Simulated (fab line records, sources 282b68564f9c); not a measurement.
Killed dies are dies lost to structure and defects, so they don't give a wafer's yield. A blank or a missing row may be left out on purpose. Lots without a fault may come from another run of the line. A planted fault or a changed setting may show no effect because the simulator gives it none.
A struck lot beside a sound one | flow rit_cmos | 15 steps out of a route of 202
Sound: wafers L267.2, L267.4, L267.5. Struck: wafers L274.2, L274.3. (L274.4 of the same lot was not struck and is left out.) The cause comes at the end.
At each step with rows: each side's tool, then ch and its chambers, then its first start. Under that, the readings that differ: sound wafers | struck wafers | difference of the means | sigmas: that difference in standard deviations of wafers without a fault.
alike: readings whose means differ by less than 2 such deviations, and words and numbers that are the same on both sides. not compared: withheld readings, readings that some wafer has no value for, bounds like >300 that may hide the same value, and numbers for which the record gives no deviation and whose values overlap.
The two part at a step that has a row with sigmas, a row that says differs or no value, or rows on one side only. Numbers that don't overlap but have no deviation are shown without sigmas and don't part them. A reading that every wafer of one side lacks parts them only if that side has two wafers or more.

RIT_M1_SPUTTER_00: material Al, target thk 400 nm, time 500 s.
  sound on pvd_sputter-02, day 5 09:09; struck on pvd_sputter-02, day 6 16:30
  alike: throttle_valve_pct
RIT_M1_RS_MEAS_01: measures by four-point-probe.
  sound on film_metro-02, day 5 09:28; struck on film_metro-04, day 6 16:49
  alike: M1_AL_RS
RIT_M1_THK_MEAS_02: measures by xrf.
  sound on film_metro-02, day 5 09:35; struck on film_metro-04, day 6 16:55
  reading        | sound       | struck  | difference | sigmas
  M1_AL_THK (nm) | 392 391 389 | 403 402 | +12        | +2
then, 6 steps without rows for these wafers: RIT_M1_HMDS_03 (prime time 60 s); RIT_M1_COAT_04 (resist thk 1300 nm); RIT_M1_SOFTBAKE_05 (time 60 s); RIT_M1_EXPOSE_06 (exposes mask M12, target cd 2600 nm); RIT_M1_PEB_07; RIT_M1_DEVELOP_08 (develop time 69.05 s).
RIT_M1_CD_MEAS_09: target cd 2600 nm.
  sound on cd_sem-02, day 5 10:32; struck on cd_sem-01, day 6 17:59
  alike: cd_nm
RIT_M1_OVL_MEAS_10:
  sound on overlay-01, day 5 10:38; struck on overlay-02, day 6 18:06
  reading     | sound          | struck  | difference | sigmas
  M1_OVL (nm) | -1.2 -3.0 -2.3 | 0.4 1.2 | +3.0       | +2
then, 1 step without rows for these wafers: RIT_M1_HARDBAKE_11 (time 120 s).
RIT_M1_METAL_ETCH_12: etches Al in Cl2/BCl3, stops on SiO2, time 165 s, target depth 600 nm.
  sound on rie_metal-03 ch 0,1, day 5 10:55; struck on rie_metal-03 ch 1, day 6 18:26
  reading                                 | sound               | struck        | difference | sigmas
  chamber_pressure_mTorr (mTorr)          | 99.92 100.08 100.00 | 150.08 149.98 | +50.03     | +99 or more
  model.NOVOLAK_of_M1_COAT_04.thk_nm (nm) | 799.1 799.8 794     | 786.1 782.6   | -13.3      |
  alike: drypump_motor_current_A, oes_product_au, throttle_valve_pct
  not compared: rf_hours_counter_h
then, 1 step without rows for these wafers: RIT_M1_STRIP_13 (strips in nmp, time 600 s).
RIT_M1_PROBE_99:
  sound on prober-01, day 5 13:14; struck on prober-01, day 6 20:45
  reading                                    | sound             | struck      | difference | sigmas
  model.etest.contact_to_gate.bv_left_v (V)  | 89.84 92.37 89.66 | 96.93 98.48 | +7.08      |
  model.etest.contact_to_gate.bv_right_v (V) | 90.1 91.81 92.44  | 98.15 96.82 | +6.03      |
  alike: defect_limited_yield, killed_at_front_end, killed_dies, killed_open, killed_short, sort_bin_3_pad_short, sort_bin_5_function, sort_bin_6_memory, sort_n_pass, sort_yield_pct

WHERE THEY PART
First at RIT_M1_THK_MEAS_02; last, within this record, at RIT_M1_METAL_ETCH_12. Later steps at which nothing parts them and some readings are alike: RIT_M1_PROBE_99.

WHY: what the simulator had put in
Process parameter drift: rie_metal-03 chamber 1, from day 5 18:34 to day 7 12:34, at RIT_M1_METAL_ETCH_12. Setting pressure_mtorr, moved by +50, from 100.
